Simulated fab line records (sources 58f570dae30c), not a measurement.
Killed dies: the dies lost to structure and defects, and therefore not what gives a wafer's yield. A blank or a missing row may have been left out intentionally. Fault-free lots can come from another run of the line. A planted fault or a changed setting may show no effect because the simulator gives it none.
fab line records | flow berkeley_cmos170 | part 2 of 2: steps 30 to 39 of 39
record: lots: 5 | wafers: 15 | last_day: 11
route steps=331 shown SDANNEAL@204 PSD@206 NSD@207 PLDD@208 NLDD@209 SILICIDE@210 CONTACT@216 M1@238
lots that met no fault: taken from a fault-free run of the same line
start_h: the number of hours between the record's first day and the start of the first shown wafer of the lot | wait_h: time in hours since the lot's previous step | " unchanged from the row above | L1.1+2: one row covering several wafers at once | - either no value or no given start | * or withheld: withheld | < > ~ a bound
route shown NAME@n: a module of which the file shows steps, and the number in the route of the first | usual: mean and standard deviation over wafers with no fault | same: alike in all rows | chamber/n: place in a boat | sites: readings site by site | _std_site: standard deviation across them | _edge_site: outer sites' mean less inner sites' | radius_mm: for every site, how far away it sits from the centre of the wafer | mask NAME#n: copy n | behind: tool/chamber where the wafer was last shaped | hold: why the lot went on hold/how many hours it stayed there/how the hold came to an end | device: names the non-switching transistor (n, p or np) | end of line: tests run on the same wafers once the route is complete | for a step that has no rows: nothing shown but its recipe | killed: the dies lost at the first sort to structure and to defects; this is not the yield of the wafer | map: dies across one wafer; x = killed, . = not, _ = none there
set.NAME: the setting the step ran with; set.NAME@STEP: the setting that earlier step ran with | model.NAME: the simulator's own value behind a step, which no gauge read
lots seen at some steps along the route; tables by step, rows by wafer
services: a tool's chamber out of use, with start hour (start_h, from the record's first day; less than 0 if before it), hours out, and reason
== steps ==
step: UCB170_CONTACT_ETCH_17
recipe: chemistry: N2/H2 | target_depth_a: withheld | overetch_a: withheld | target: BARC | time_s: withheld | source_w: 500 | bias_w: 100 | pressure_mtorr: 30 | n2_flow_sccm: 100 | h2_flow_sccm: 200
usual: bias_w: 100.01/0.28 | drypump_motor_current_A: 5.9/0.38 | oes_product_au: 1.006/0.023 | throttle_valve_pct: 13.32/0.17
lot.wafer | tool        | chamber | start_h | wait_h | bias_w | drypump_motor_current_A | oes_product_au | throttle_valve_pct
L075.4    | rie_diel-04 | 0       | 151.03  | 0.0    | 99.75  | 5.6                     | 1.041          | 12.98
L075.5    | "           | 0       | "       | "      | 100.04 | 5.6                     | 1.043          | 12.96
L075.6    | "           | 1       | "       | "      | 99.87  | 5.2                     | 1.051          | 13.47
L077.1    | rie_diel-04 | 0       | 161.18  | 0.0    | 100.27 | 5.6                     | 1.040          | 12.96
L077.2    | "           | 2       | "       | "      | 99.75  | 6.3                     | 0.992          | 13.29
L077.4    | "           | 1       | "       | "      | 99.51  | 5.2                     | 1.053          | 13.47
L087.1    | rie_diel-04 | 0       | 212.27  | 0.0    | 100.22 | 5.6                     | 1.037          | 12.98
L087.2    | "           | 3       | "       | "      | 99.85  | 6.0                     | 0.971          | 13.07
L087.6    | "           | 3       | "       | "      | 100.42 | 6.0                     | 0.976          | 13.11
L096.1    | rie_diel-02 | 3       | 243.64  | 0.0    | 99.58  | 6.0                     | 0.976          | 13.29
L096.3    | "           | 1       | "       | "      | 99.72  | 6.4                     | 1.044          | 13.48
L096.4    | "           | 0       | "       | "      | 99.78  | 5.5                     | 0.995          | 13.41
L094.4    | rie_diel-01 | 3       | 243.86  | 0.0    | 99.86  | 6.3                     | 1.024          | 13.46
L094.5    | "           | 1       | "       | "      | 100.40 | 6.2                     | 1.005          | 13.18
L094.6    | "           | 0       | "       | "      | 100.14 | 5.9                     | 1.008          | 13.47
step: UCB170_CONTACT_ETCH_18
recipe: chemistry: CHF3/CF4/Ar | target: PSG | stop_on: TiSi2 | CHF3_flow_sccm: 45 | cf4_flow_sccm: 15 | Ar_flow_sccm: 150 | pressure_mtorr: 200 | rf_w: 700 | target_depth_a: 8400 | over_etch_frac: 0.2 | time_s: 195
usual: drypump_motor_current_A: 5.9/0.38 | oes_product_au: 0.896/0.014 | throttle_valve_pct: 6.97/0.12
lot.wafer | tool        | chamber | start_h | wait_h | drypump_motor_current_A | oes_product_au | rf_hours_counter_h | throttle_valve_pct
L075.4    | rie_diel-04 | 0       | -       | -      | 5.6                     | 0.922          | 36                 | 6.72
L075.5    | "           | 0       | "       | "      | 5.6                     | 0.927          | -                  | 6.71
L075.6    | "           | 1       | "       | "      | 5.2                     | 0.923          | -                  | 7.02
L077.1    | rie_diel-04 | 0       | -       | -      | 5.6                     | 0.914          | 37                 | 6.72
L077.2    | "           | 2       | "       | "      | 6.2                     | 0.883          | 143                | 6.88
L077.4    | "           | 1       | "       | "      | 5.2                     | 0.915          | 80                 | 7.00
L087.1    | rie_diel-04 | 0       | -       | -      | 5.6                     | 0.919          | 40                 | 6.71
L087.2    | "           | 3       | "       | "      | 6.0                     | 0.882          | 14                 | 6.80
L087.6    | "           | 3       | "       | "      | 5.9                     | 0.873          | -                  | 6.80
L096.1    | rie_diel-02 | 3       | -       | -      | 6.1                     | 0.886          | 118                | 6.95
L096.3    | "           | 1       | "       | "      | 6.4                     | 0.931          | 2                  | 6.99
L096.4    | "           | 0       | "       | "      | 5.5                     | 0.895          | 25                 | 7.15
L094.4    | rie_diel-01 | 3       | -       | -      | 6.3                     | 0.909          | 68                 | 7.03
L094.5    | "           | 1       | "       | "      | 6.2                     | 0.880          | -                  | 6.83
L094.6    | "           | 0       | "       | "      | 5.9                     | 0.896          | -                  | 7.08
step: UCB170_CONTACT_STRIP_19
recipe: chemistry: O2 | power_w: 400 | pressure_mtorr: 3500 | platen_temp_c: withheld | o2_flow_sccm: 400 | overash_fraction: 0.5
usual: drypump_motor_current_A: 5.7/0.39 | oes_product_au: 0.726/0.0044
lot.wafer | tool            | chamber | start_h | wait_h | drypump_motor_current_A | oes_product_au | rf_hours_counter_h
L075.4    | plasma_asher-04 | 0       | 151.23  | -      | 5.8                     | 0.725          | -
L075.5    | "               | 1       | "       | "      | 6.1                     | 0.723          | -
L075.6    | "               | 0       | "       | "      | 5.8                     | 0.731          | -
L077.1    | plasma_asher-03 | 1       | 161.35  | -      | 5.1                     | 0.722          | 40
L077.2    | "               | 0       | "       | "      | 6.3                     | 0.726          | 40
L077.4    | "               | 1       | "       | "      | 5.0                     | 0.727          | -
L087.1    | plasma_asher-02 | 1       | 212.44  | -      | 5.4                     | 0.724          | 52
L087.2    | "               | 0       | "       | "      | 5.8                     | 0.729          | 52
L087.6    | "               | 1       | "       | "      | 5.4                     | 0.724          | -
L096.1    | plasma_asher-02 | 1       | 243.81  | -      | 5.4                     | 0.736          | 55
L096.3    | "               | 0       | "       | "      | 5.7                     | 0.728          | -
L096.4    | "               | 1       | "       | "      | 5.4                     | 0.728          | -
L094.4    | plasma_asher-03 | 0       | 244.06  | -      | 6.3                     | 0.724          | -
L094.5    | "               | 1       | "       | "      | 5.1                     | 0.727          | -
L094.6    | "               | 0       | "       | "      | 6.3                     | 0.720          | -
step: UCB170_CONTACT_CD_MEAS_90
recipe: target_cd_nm: 700
usual: cd_nm: 700.5/1.8
lot.wafer | tool      | chamber | start_h | wait_h | cd_nm
L075.4    | cd_sem-01 | -       | 151.36  | 0.1    | 701.1
L075.5    | "         | -       | "       | "      | 703.4
L075.6    | "         | -       | "       | "      | 702.0
L077.1    | cd_sem-02 | -       | 161.45  | 0.1    | 698.4
L077.2    | "         | -       | "       | "      | 698.3
L077.4    | "         | -       | "       | "      | 698.4
L087.1    | cd_sem-01 | -       | 212.54  | 0.1    | 699.7
L087.2    | "         | -       | "       | "      | 698.5
L087.6    | "         | -       | "       | "      | 699.7
L096.1    | cd_sem-01 | -       | 243.91  | 0.1    | 699.3
L096.3    | "         | -       | "       | "      | 701.4
L096.4    | "         | -       | "       | "      | 700.8
L094.4    | cd_sem-01 | -       | 244.19  | 0.1    | 699.2
L094.5    | "         | -       | "       | "      | 702.3
L094.6    | "         | -       | "       | "      | 703.3
step: UCB170_CONTACT_CLEAN_20
recipe: chemistry: SPM | temp_c: 120 | time_s: 600
usual: bath_guard_temp_C: 120.2/0.62
lot.wafer | tool         | chamber | start_h | wait_h | bath_guard_temp_C
L075.4    | wet_bench-03 | 2       | 151.42  | 0.0    | 120.8
L075.5    | "            | 2       | "       | "      | 121.0
L075.6    | "            | 2       | "       | "      | 121.2
L077.1    | wet_bench-04 | 0       | 161.66  | 0.2    | 120.8
L077.2    | "            | 0       | "       | "      | 120.8
L077.4    | "            | 0       | "       | "      | 120.8
L087.1    | wet_bench-02 | 0       | 212.66  | 0.1    | 120.6
L087.2    | "            | 0       | "       | "      | 120.9
L087.6    | "            | 0       | "       | "      | 120.3
L096.1    | wet_bench-03 | 1       | 244.15  | 0.2    | 119.7
L096.3    | "            | 1       | "       | "      | 120.0
L096.4    | "            | 1       | "       | "      | 119.9
L094.4    | wet_bench-03 | 3       | 244.32  | 0.1    | 119.1
L094.5    | "            | 3       | "       | "      | 119.5
L094.6    | "            | 3       | "       | "      | 119.0
step: UCB170_M1_SPUTTER_00
recipe: material: Al | target_thk_nm: 600 | time_s: 82.13 | power_w: 6000 | chamber_pressure_pa: 0.5
usual: throttle_valve_pct: 29.7/0.86
lot.wafer | tool           | chamber | start_h | wait_h | throttle_valve_pct
L075.4    | pvd_sputter-04 | -       | 151.59  | 0.0    | 30.6
L075.5    | "              | -       | "       | "      | 30.4
L075.6    | "              | -       | "       | "      | 30.9
L077.1    | pvd_sputter-02 | -       | 161.85  | 0.0    | 28.5
L077.2    | "              | -       | "       | "      | 29.5
L077.4    | "              | -       | "       | "      | 29.2
L087.1    | pvd_sputter-03 | -       | 212.85  | 0.0    | 29.1
L087.2    | "              | -       | "       | "      | 29.3
L087.6    | "              | -       | "       | "      | 29.4
L096.1    | pvd_sputter-03 | -       | 244.32  | 0.0    | 30.5
L096.3    | "              | -       | "       | "      | 29.4
L096.4    | "              | -       | "       | "      | 29.7
L094.4    | pvd_sputter-04 | -       | 244.50  | 0.0    | 31.2
L094.5    | "              | -       | "       | "      | 28.8
L094.6    | "              | -       | "       | "      | 29.3
step: UCB170_M1_RS_MEAS_01
recipe: thk_meas_gauge: four-point-probe | reads: Al_of_M1_SPUTTER_00
usual: M1_AL_RS: 0.0473/0.00056
lot.wafer | tool          | chamber | start_h | wait_h | M1_AL_RS[ohm/sq]
L075.4    | film_metro-02 | -       | 151.72  | 0.1    | 0.0471
L075.5    | "             | -       | "       | "      | 0.0471
L075.6    | "             | -       | "       | "      | 0.0480
L077.1    | film_metro-02 | -       | 161.91  | 0.0    | 0.0468
L077.2    | "             | -       | "       | "      | 0.0466
L077.4    | "             | -       | "       | "      | 0.0472
L087.1    | film_metro-01 | -       | 212.91  | 0.0    | 0.0481
L087.2    | "             | -       | "       | "      | 0.0467
L087.6    | "             | -       | "       | "      | 0.0465
L096.1    | film_metro-01 | -       | 244.38  | 0.0    | 0.0479
L096.3    | "             | -       | "       | "      | 0.0473
L096.4    | "             | -       | "       | "      | 0.0483
L094.4    | film_metro-02 | -       | 244.62  | 0.1    | 0.0479
L094.5    | "             | -       | "       | "      | 0.0467
L094.6    | "             | -       | "       | "      | 0.0472
step: UCB170_M1_THK_MEAS_02
recipe: thk_meas_gauge: xrf | reads: Al_of_M1_SPUTTER_00
usual: M1_AL_THK: 624/8.3
lot.wafer | tool          | chamber | start_h | wait_h | M1_AL_THK[nm]
L075.4    | film_metro-02 | -       | 151.81  | 0.1    | 620
L075.5    | "             | -       | "       | "      | 626
L075.6    | "             | -       | "       | "      | 616
L077.1    | film_metro-02 | -       | 162.03  | 0.1    | 630
L077.2    | "             | -       | "       | "      | 629
L077.4    | "             | -       | "       | "      | 623
L087.1    | film_metro-01 | -       | 213.03  | 0.1    | 615
L087.2    | "             | -       | "       | "      | 636
L087.6    | "             | -       | "       | "      | 634
L096.1    | film_metro-01 | -       | 244.50  | 0.1    | 616
L096.3    | "             | -       | "       | "      | 627
L096.4    | "             | -       | "       | "      | 609
L094.4    | film_metro-02 | -       | 244.71  | 0.1    | 611
L094.5    | "             | -       | "       | "      | 627
L094.6    | "             | -       | "       | "      | 620
step: UCB170_M1_COAT_03
recipe: resist: BARC | temp_c: withheld | time_s: withheld | spin_rpm: 3000 | resist_thk_nm: withheld
lot.wafer  | tool           | chamber | start_h | wait_h
L075.4+5+6 | litho_track-01 | 0       | 152.36  | 0.5
L077.1+2+4 | litho_track-02 | 0       | 162.09  | 0.1
L087.1+2+6 | litho_track-01 | 0       | 213.40  | 0.4
L096.1+3+4 | litho_track-01 | 0       | 244.59  | 0.1
L094.4+5+6 | litho_track-01 | 0       | 245.12  | 0.4
step: UCB170_M1_COAT_04
recipe: resist: KrF | spin_rpm: 1500 | resist_thk_nm: 900
lot.wafer  | tool           | chamber | start_h | wait_h
L075.4+5+6 | litho_track-01 | 0       | -       | -
L077.1+2+4 | litho_track-02 | 0       | -       | -
L087.1+2+6 | litho_track-01 | 0       | -       | -
L096.1+3+4 | litho_track-01 | 0       | -       | -
L094.4+5+6 | litho_track-01 | 0       | -       | -
== services ==
tool            | chamber | start_h | hours | kind
lpcvd-02        | -       | 123.05  | 14.6  | pm
plasma_asher-04 | -       | 124.88  | 0.6   | repair
wet_bench-04    | -       | 136.41  | 1.5   | repair
pvd_sputter-03  | -       | 136.53  | 6.2   | repair
pvd_sputter-04  | -       | 137.23  | 1.8   | repair
krf_scanner-01  | -       | 144.90  | 0.8   | pm
krf_scanner-01  | -       | 146.62  | 1.3   | pm
rie_diel-04     | 2       | 147.36  | 1.2   | repair
krf_scanner-02  | -       | 171.65  | 1.0   | pm
rie_diel-02     | -       | 186.69  | 0.1   | repair
pvd_sputter-03  | -       | 195.92  | 5.0   | repair
pvd_sputter-01  | -       | 199.27  | 3.1   | repair
pvd_sputter-01  | -       | 206.78  | 0.5   | repair
pvd_sputter-04  | -       | 210.37  | 6.3   | repair
pvd_sputter-02  | -       | 210.42  | 9.8   | repair
krf_scanner-02  | -       | 210.50  | 4.0   | pm
rie_diel-04     | 2       | 211.72  | -     | clean
rie_diel-04     | 2       | 211.72  | 14.3  | scheduled_down
krf_scanner-01  | -       | 214.52  | 4.0   | pm
rie_diel-04     | -       | 229.03  | 28.1  | pm
lpcvd-02        | -       | 231.65  | 0.7   | repair
krf_scanner-02  | -       | 237.65  | 0.8   | pm
pvd_sputter-03  | -       | 242.20  | 0.6   | repair
krf_scanner-02  | -       | 242.52  | 4.1   | repair
